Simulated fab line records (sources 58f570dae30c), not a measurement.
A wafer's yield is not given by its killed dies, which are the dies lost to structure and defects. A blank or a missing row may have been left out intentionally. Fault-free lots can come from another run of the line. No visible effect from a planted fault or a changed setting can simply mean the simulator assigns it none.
One fault seen from 2 desks / flow berkeley_cmos170 / numbers are kept per desk, each desk with only its own; the story behind them comes last

## THE TOOL OWNER'S DESK: pecvd-03
The tool's own readings at UCB170_V2_CVD_00 (deposits SiO2 from TEOS/O2, target thk 2000 nm, time 250 s): means of the sampled wafers that have a number, for each lot that ran on this tool. If a lot's mean is further than 4 standard deviations from the usual mean, the lot is out of limits and carries the mark OUT (the distance appears in the brackets).
Columns: A = heater_power_w at UCB170_V2_CVD_00, usual 254 W
lot=L748; first seen here=day 8 10:23; A=212
lot=L752; first seen here=day 9 22:51; A=284
lot=L749; first seen here=day 9 23:38; A=212
lot=L756; first seen here=day 10 22:27; A=258
Finding of this desk: none of the 4 lots has anything out of limits.

## THE METROLOGY DESK
What the gauges read, lot by lot, whatever tool the lot ran on: means of the sampled wafers that have a number. If a lot's mean is further than 4 standard deviations from the usual mean, the lot is out of limits and carries the mark OUT (the distance appears in the brackets).
Columns: A = V1_POLISHED_THK at UCB170_V1_THK_MEAS_04, usual 999.6 nm; B = cd_nm at UCB170_M2_CD_MEAS_90, usual 702 nm; C = V2_TEOS_THK at UCB170_V2_THK_MEAS_01, usual 2011 nm
lot=L744; first seen here=day 7 06:08; A=999.7; B=705; C=1987
lot=L743; first seen here=day 7 09:35; A=999.6; B=705; C=2055
lot=L745; first seen here=day 7 19:53; A=999.1; B=700; C=2020
lot=L748; first seen here=day 8 00:37; A=1002.4; B=694; C=1990
lot=L752; first seen here=day 9 11:57; A=1000.6; B=703; C=2022
lot=L751; first seen here=day 9 12:14; A=1002.0; B=699; C=1991
lot=L749; first seen here=day 9 12:16; A=999.0; B=701; C=2723 (+20) OUT
lot=L759; first seen here=day 10 15:43; A=999.7; B=698; C=2035
lot=L756; first seen here=day 10 16:01; A=1001.2; B=693; C=2722 (+20) OUT
lot=L758; first seen here=day 10 16:02; A=998.7; B=700; C=2043
lot=L755; first seen here=day 10 19:58; A=999.3; B=702; C=1983
lot=L761; first seen here=day 11 19:02; A=1000.2; B=705; C=2010
lot=L763; first seen here=day 11 19:19; A=1000.5; B=710; C=1995
lot=L764; first seen here=day 12 08:37; A=999.5; B=700; C=2030
This desk reports L749, L756 out of limits; the earliest was L749 at day 9 23:44 (V2_TEOS_THK at UCB170_V2_THK_MEAS_01). Within limits: L744, L743, L745, L748, L752, L751, L759, L758, L755, L761, L763, L764.

## ALL TOGETHER
L749, L756 would have let the metrology desk raise an alarm at day 9 23:44.
The tool owner's desk saw nothing out of limits.
The tool owner's desk has L749, L756 on record, within its limits.
The lots listed all ran UCB170_V2_CVD_00 on pecvd-03.

## WHAT HAD BEEN PUT IN BY THE SIMULATOR
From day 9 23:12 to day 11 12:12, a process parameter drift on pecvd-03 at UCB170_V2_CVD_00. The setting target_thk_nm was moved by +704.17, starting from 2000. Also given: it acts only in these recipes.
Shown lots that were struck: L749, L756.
Per desk, hours elapsed from the start of the fault to the first reading out of limits: for the metrology desk, 1.
